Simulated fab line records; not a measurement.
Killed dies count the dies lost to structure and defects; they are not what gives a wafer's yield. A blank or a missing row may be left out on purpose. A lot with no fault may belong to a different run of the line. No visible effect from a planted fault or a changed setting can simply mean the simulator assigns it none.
fab line records	flow ritCmos
record: lots: 6	wafers: 18	lastDay: 7
route steps=202 shown NRETRO@60 PRETRO@64 GATE@75 M1@202
lots with no fault: from the same line, run without faults
startH: hours from the record's first day to the start of the lot's first wafer shown	waitH: hours elapsed since this lot's preceding step	" identical to the entry in the row above	L1.1+2: a row that stands for several wafers	- either no value or no given start	* or withheld: withheld	< > ~ a bound
route shown NAME@n: names a module that has steps shown in the file, with the first one's number in the route	usual: mean and standard deviation over wafers with no fault	same: alike in all rows	chamber/n: place in a boat	sites: readings site by site	_std_site: their standard deviation	_edge_site: mean of outer sites minus mean of inner sites	radiusMm: how far each site lies from the wafer's centre	mask NAME#n: copy n	behind: the last tool/chamber to shape the wafer	hold: reason for holding the lot/hours on hold/outcome of the hold	device: names the non-switching transistor (n, p or np)	end of line: tests run on the same wafers once the route is complete	a step given without rows: its recipe and nothing more	killed: not the wafer's yield, but the dies lost to structure and defects at the first sort	map: a wafer's dies, marking killed ones x, the rest . and places with no die _
set.NAME: the setting that was run; set.NAME@STEP: the one run at that earlier step	model.NAME: the simulator's own value behind a step, which no gauge read
certain route steps with their lots: each step a table, each wafer a row
services: from which hour (startH, from the record's first day; less than 0 if before it) a tool's chamber was out of use, for how many hours, and why
== steps ==
step: RIT_NRETRO_HARDBAKE_07
recipe: resist: NOVOLAK	tempC: 140	timeS: 120
step: RIT_NRETRO_IMPLANT_08
recipe: species: P	energyKev: 70	doseCm2: 1e+13	tiltDeg: 7
step: RIT_NRETRO_STRIP_09
recipe: chemistry: O2	timeS: 180	resist: NOVOLAK	platenTempC: withheld	powerW: 500	pressureMtorr: 4000	o2FlowSccm: 4000
usual: drypumpMotorCurrentA: 5.62/0.18
lot.wafer	tool	chamber	startH	waitH	drypumpMotorCurrentA	rfHoursCounterH
L303.3	plasmaAsher-01	0	30.71	0.1	5.89	-
L303.5	"	0	"	"	5.89	-
L303.6	"	1	"	"	5.39	-
L313.1	plasmaAsher-01	1	83.01	0.1	5.41	45
L313.3	"	1	"	"	5.41	-
L313.6	"	1	"	"	5.45	-
L314.1	plasmaAsher-02	0	88.42	0.1	5.63	46
L314.4	"	1	"	"	5.74	-
L314.5	"	1	"	"	5.76	-
L316.1	plasmaAsher-02	1	97.92	0.1	5.77	47
L316.3	"	0	"	"	5.63	-
L316.4	"	1	"	"	5.76	-
L317.1	plasmaAsher-02	1	103.13	0.1	5.76	48
L317.4	"	1	"	"	5.75	-
L317.5	"	0	"	"	5.62	-
L322.3	plasmaAsher-03	1	126.54	0.1	5.40	-
L322.5	"	1	"	"	5.41	-
L322.6	"	0	"	"	5.50	-
step: RIT_NRETRO_TW_MEAS_10
usual: NRETRO_TW: 1052/6.9
lot.wafer	tool	chamber	startH	waitH	NRETRO_TW
L303.3	filmMetro-04	-	30.84	0.1	1050
L303.5	"	-	"	"	1055
L303.6	"	-	"	"	1044
L313.1	filmMetro-02	-	83.19	0.1	1065
L313.3	"	-	"	"	1060
L313.6	"	-	"	"	1063
L314.1	filmMetro-02	-	88.60	0.1	1063
L314.4	"	-	"	"	1063
L314.5	"	-	"	"	1061
L316.1	filmMetro-01	-	98.09	0.1	1052
L316.3	"	-	"	"	1050
L316.4	"	-	"	"	1056
L317.1	filmMetro-01	-	103.31	0.1	1050
L317.4	"	-	"	"	1052
L317.5	"	-	"	"	1048
L322.3	filmMetro-01	-	126.68	0.1	1053
L322.5	"	-	"	"	1056
L322.6	"	-	"	"	1048
step: RIT_PRETRO_HMDS_00
recipe: primeTimeS: 60	primeTempC: 140
step: RIT_PRETRO_COAT_01
recipe: resist: NOVOLAK	spinRpm: 2000	resistThkNm: 1300
step: RIT_PRETRO_SOFTBAKE_02
recipe: resist: NOVOLAK	tempC: 90	timeS: 60
step: RIT_PRETRO_EXPOSE_03
recipe: maskId: M5	na: 0.57	targetCdNm: 43700	doseMj: 250
step: RIT_PRETRO_PEB_04
recipe: resist: NOVOLAK	tempC: withheld	timeS: withheld
step: RIT_PRETRO_DEVELOP_05
recipe: resist: NOVOLAK	developTimeS: 68	devTempC: 23
step: RIT_PRETRO_OVL_MEAS_06
usual: PRETRO_OVL: 0.6/1.2
lot.wafer	tool	chamber	startH	waitH	PRETRO_OVL[nm]
L303.3	overlay-01	-	31.84	-	2.6
L303.5	"	-	"	"	2.4
L303.6	"	-	"	"	2.2
L313.1	overlay-02	-	84.13	-	0.0
L313.3	"	-	"	"	-1.3
L313.6	"	-	"	"	-0.6
L314.1	overlay-01	-	89.86	-	0.7
L314.4	"	-	"	"	1.1
L314.5	"	-	"	"	-0.3
L316.1	overlay-02	-	99.35	-	1.6
L316.3	"	-	"	"	2.2
L316.4	"	-	"	"	1.5
L317.1	overlay-01	-	104.53	-	2.0
L317.4	"	-	"	"	2.3
L317.5	"	-	"	"	2.9
L322.3	overlay-02	-	127.96	-	-0.6
L322.5	"	-	"	"	0.2
L322.6	"	-	"	"	-1.8
step: RIT_PRETRO_HARDBAKE_07
recipe: resist: NOVOLAK	tempC: 140	timeS: 120
step: RIT_PRETRO_IMPLANT_08
recipe: species: B	energyKev: 45	doseCm2: 1.2e+13	tiltDeg: 7
usual: beamEnergyKeV: 45.001/0.015
lot.wafer	tool	chamber	startH	waitH	beamEnergyKeV	model.implant.rpNm	model.implant.drpNm
L303.3	implanter-03	0	32.16	0.2	44.991	141.3	55.07
L303.5	"	0	"	"	45.010	141.3	55.07
L303.6	"	0	"	"	45.012	141.3	55.07
L313.1	implanter-03	0	84.41	0.2	29.270	95.41	42.09
L313.3	"	0	"	"	29.230	95.41	42.09
L313.6	"	0	"	"	29.225	95.41	42.09
L314.1	implanter-02	0	90.15	0.2	45.014	143.1	55.07
L314.4	"	0	"	"	45.018	143.1	55.07
L314.5	"	0	"	"	45.017	143.1	55.07
L316.1	implanter-04	0	99.64	0.2	44.987	140.2	55.07
L316.3	"	0	"	"	45.017	140.2	55.07
L316.4	"	0	"	"	45.022	140.2	55.07
L317.1	implanter-03	0	104.81	0.2	29.226	97.82	42.09
L317.4	"	0	"	"	29.223	97.82	42.09
L317.5	"	0	"	"	29.227	97.82	42.09
L322.3	implanter-02	0	128.29	0.2	44.990	140.2	55.07
L322.5	"	0	"	"	44.976	140.2	55.07
L322.6	"	0	"	"	44.992	140.2	55.07
step: RIT_PRETRO_STRIP_09
recipe: chemistry: O2	timeS: 180	resist: NOVOLAK	platenTempC: withheld	powerW: 500	pressureMtorr: 4000	o2FlowSccm: 4000
usual: drypumpMotorCurrentA: 5.7/0.32
lot.wafer	tool	chamber	startH	waitH	drypumpMotorCurrentA	rfHoursCounterH
L303.3	plasmaAsher-02	0	32.32	0.1	5.6	-
L303.5	"	0	"	"	5.6	-
L303.6	"	1	"	"	5.7	-
L313.1	plasmaAsher-02	1	84.56	0.1	5.7	45
L313.3	"	0	"	"	5.6	-
L313.6	"	1	"	"	5.7	-
L314.1	plasmaAsher-02	0	90.30	0.1	5.6	46
L314.4	"	1	"	"	5.8	-
L314.5	"	1	"	"	5.8	-
L316.1	plasmaAsher-01	1	99.79	0.1	5.4	47
L316.3	"	0	"	"	5.9	-
L316.4	"	1	"	"	5.4	-
L317.1	plasmaAsher-02	1	104.96	0.1	5.8	48
L317.4	"	1	"	"	5.8	-
L317.5	"	0	"	"	5.6	-
L322.3	plasmaAsher-04	0	128.45	0.1	5.5	-
L322.5	"	0	"	"	5.5	-
L322.6	"	1	"	"	6.5	-
step: RIT_PRETRO_TW_MEAS_10
usual: PRETRO_TW: 478.7/2.5
lot.wafer	tool	chamber	startH	waitH	PRETRO_TW
L303.3	filmMetro-02	-	32.46	0.1	477.5
L303.5	"	-	"	"	475.1
L303.6	"	-	"	"	476.9
L313.1	filmMetro-03	-	84.74	0.1	445.7
L313.3	"	-	"	"	446.7
L313.6	"	-	"	"	445.4
L314.1	filmMetro-02	-	90.47	0.1	482.6
L314.4	"	-	"	"	480.5
L314.5	"	-	"	"	481.1
L316.1	filmMetro-01	-	99.96	0.1	477.6
L316.3	"	-	"	"	474.0
L316.4	"	-	"	"	476.8
L317.1	filmMetro-03	-	105.14	0.1	444.3
L317.4	"	-	"	"	444.9
L317.5	"	-	"	"	445.1
L322.3	filmMetro-03	-	128.58	0.1	482.6
L322.5	"	-	"	"	484.6
L322.6	"	-	"	"	481.4
step: RIT_GATE_WET_ETCH_00
recipe: chemistry: BOE	target: SiO2	targetDepthNm: 56	timeS: 60	dry: n2Spin	dilution: 10:1	tempC: 21.5
step: RIT_M1_PROBE_99
usual: killedAtContacts: 0.1/0.25	killedAtFrontEnd: 6.8/2.7	killedDies: 6.8/2.7	killedOnRim: 1.7/1.2	killedOpen: 3.4/1.8	killedShort: 3.5/1.7
same: grossDies: 264	killed_at_M0_to_M3: 0	killed_at_M4_up: 0	killedAtBackSide: 0	killedAtOther: 0
lot.wafer	tool	chamber	startH	waitH	killedAtContacts	killedAtFrontEnd	killedDies	killedOnRim	killedOpen	killedShort
L303.3	prober-01	-	60.29	0.2	0	3	3	1	3	0
L303.5	prober-01	-	60.39	0.2	0	5	5	1	2	3
L303.6	prober-01	-	60.44	0.2	0	5	5	2	3	2
L314.1	prober-01	-	127.90	0.7	1	7	8	0	4	4
L314.4	prober-01	-	128.05	0.8	0	4	4	0	0	4
L314.5	prober-01	-	128.10	0.8	1	7	8	2	2	6
L313.1	prober-01	-	128.50	1.2	0	6	6	1	3	3
L313.3	prober-01	-	128.60	1.2	0	7	7	1	4	3
L313.6	prober-01	-	128.75	1.3	0	9	9	2	5	4
L316.1	prober-01	-	128.80	1.5	0	8	8	1	5	3
L316.3	prober-01	-	128.90	1.5	0	9	9	2	4	5
L316.4	prober-01	-	128.95	1.6	0	10	10	3	4	6
L317.1	prober-01	-	132.10	0.1	0	6	6	2	3	3
L317.4	prober-01	-	132.25	0.2	0	5	5	1	3	2
L317.5	prober-01	-	132.30	0.2	0	11	11	3	5	6
L322.3	prober-02	-	157.69	0.2	0	8	8	0	3	5
L322.5	prober-02	-	157.79	0.2	0	5	5	0	1	4
L322.6	prober-02	-	157.84	0.2	0	11	11	4	5	6
killed by level:class
L303.3 SPACER:geometricParticle:open=2 GATE:geometricParticle:open=1
L303.5 GATE:geometricParticle:short=3 GATE:geometricParticle:open=1 SILICIDE:geometricParticle:open=1
L303.6 FOX1:geometricParticle:open=2 FOX1:geometricParticle:short=1 REOX:geometricParticle:short=1 REOX:geometricParticle:open=1
L314.1 REOX:geometricParticle:open=3 GATE:geometricParticle:short=1 GATE:geometricParticle:open=1 REOX:geometricParticle:short=1 SILICIDE:geometricParticle:short=1 CONTACT:geometricParticle:short=1
L314.4 GATE:geometricParticle:short=3 REOX:geometricParticle:short=1
L314.5 SPACER:geometricParticle:short=2 SILICIDE:geometricParticle:short=2 FOX1:geometricParticle:short=1 GATE:geometricParticle:open=1 REOX:geometricParticle:short=1 CONTACT:geometricParticle:open=1
L313.1 GATE:geometricParticle:short=3 FOX1:geometricParticle:open=1 FOX2:geometricParticle:open=1 SILICIDE:geometricParticle:open=1
L313.3 GATE:geometricParticle:short=2 GATE:geometricParticle:open=2 FOX1:geometricParticle:open=1 FOX2:geometricParticle:short=1 REOX:geometricParticle:open=1
L313.6 GATE:geometricParticle:open=3 GATE:geometricParticle:short=2 SILICIDE:geometricParticle:short=2 FOX2:geometricParticle:open=1 SPACER:geometricParticle:open=1
L316.1 GATE:geometricParticle:short=3 FOX1:geometricParticle:open=2 SPACER:geometricParticle:open=2 GATE:geometricParticle:open=1
L316.3 GATE:geometricParticle:open=4 REOX:geometricParticle:short=3 FOX2:geometricParticle:short=1 GATE:geometricParticle:short=1
L316.4 GATE:geometricParticle:short=3 GATE:geometricParticle:open=2 FOX2:geometricParticle:short=1 REOX:geometricParticle:open=1 SPACER:geometricParticle:short=1 SPACER:geometricParticle:open=1 SILICIDE:geometricParticle:short=1
L317.1 GATE:geometricParticle:short=2 GATE:geometricParticle:open=2 FOX2:geometricParticle:short=1 REOX:geometricParticle:open=1
L317.4 FOX1:geometricParticle:open=1 FOX2:geometricParticle:open=1 GATE:geometricParticle:short=1 REOX:geometricParticle:open=1 SPACER:geometricParticle:short=1
L317.5 FOX2:geometricParticle:short=2 GATE:geometricParticle:open=2 REOX:geometricParticle:open=2 SPACER:geometricParticle:short=2 GATE:geometricParticle:short=1 SPACER:geometricParticle:open=1 SILICIDE:geometricParticle:short=1
L322.3 GATE:geometricParticle:open=2 SILICIDE:geometricParticle:short=2 FOX1:geometricParticle:short=1 GATE:geometricParticle:short=1 SPACER:geometricParticle:open=1 REOX:geometricParticle:short=1
L322.5 GATE:geometricParticle:short=2 GATE:geometricParticle:open=1 REOX:geometricParticle:short=1 SPACER:geometricParticle:short=1
L322.6 FOX2:geometricParticle:short=2 SILICIDE:geometricParticle:open=2 SILICIDE:geometricParticle:short=2 FOX1:geometricParticle:short=1 FOX1:geometricParticle:open=1 GATE:geometricParticle:open=1 GATE:geometricParticle:short=1 SPACER:geometricParticle:open=1
== services ==
tool	chamber	startH	hours	kind
plasmaAsher-03	-	13.66	0.8	repair
plasmaAsher-01	-	14.30	2.7	repair
implanter-02	-	48.99	2.3	repair
plasmaAsher-04	-	78.79	21.3	repair
implanter-02	-	82.65	2.4	pm
implanter-02	-	96.48	5.3	repair
plasmaAsher-04	-	108.75	9.0	pm
plasmaAsher-04	0	108.75	9.0	ventCycle
plasmaAsher-04	1	108.75	9.0	ventCycle
implanter-03	-	112.15	3.0	repair
plasmaAsher-04	0	117.75	-	clean
plasmaAsher-04	1	117.75	-	clean
plasmaAsher-02	-	126.35	4.3	pm
== key ==
firstSign: step: RIT_PRETRO_IMPLANT_08	reading: beamEnergyKeV	direction: down	sigmas: 99+	usual: 45.001	struck: 29.233
effect: step: RIT_PRETRO_TW_MEAS_10	reading: PRETRO_TW	direction: down	sigmas: 14	usual: 478.7	struck: 445.4
modelEffect: step: RIT_PRETRO_IMPLANT_08	value: implant.rpNm	without: 146.1	struck: 96.61
metAt RIT_PRETRO_IMPLANT_08
struckWafers L313.1,L313.3,L313.6,L317.1,L317.4,L317.5
testerLeftOut L313,L317
onsetBetween 32.16 84.41
fault: kind: processParameterDrift	tool: implanter-03	chamber: -	onsetH: 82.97	steps: RIT_PRETRO_IMPLANT_08	channel: energyKev	offset: -15.75	shape: step	endH: 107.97	actsIn: theseRecipesOnly	stated: 45
testerLeftOut: of these lots the tester's yield and bins aren't shown, on N5 and GAA mostly nor the transistor test; their killed dies are dies lost to structure and defects alone, not to doping, threshold or leakage, so they don't give the yield
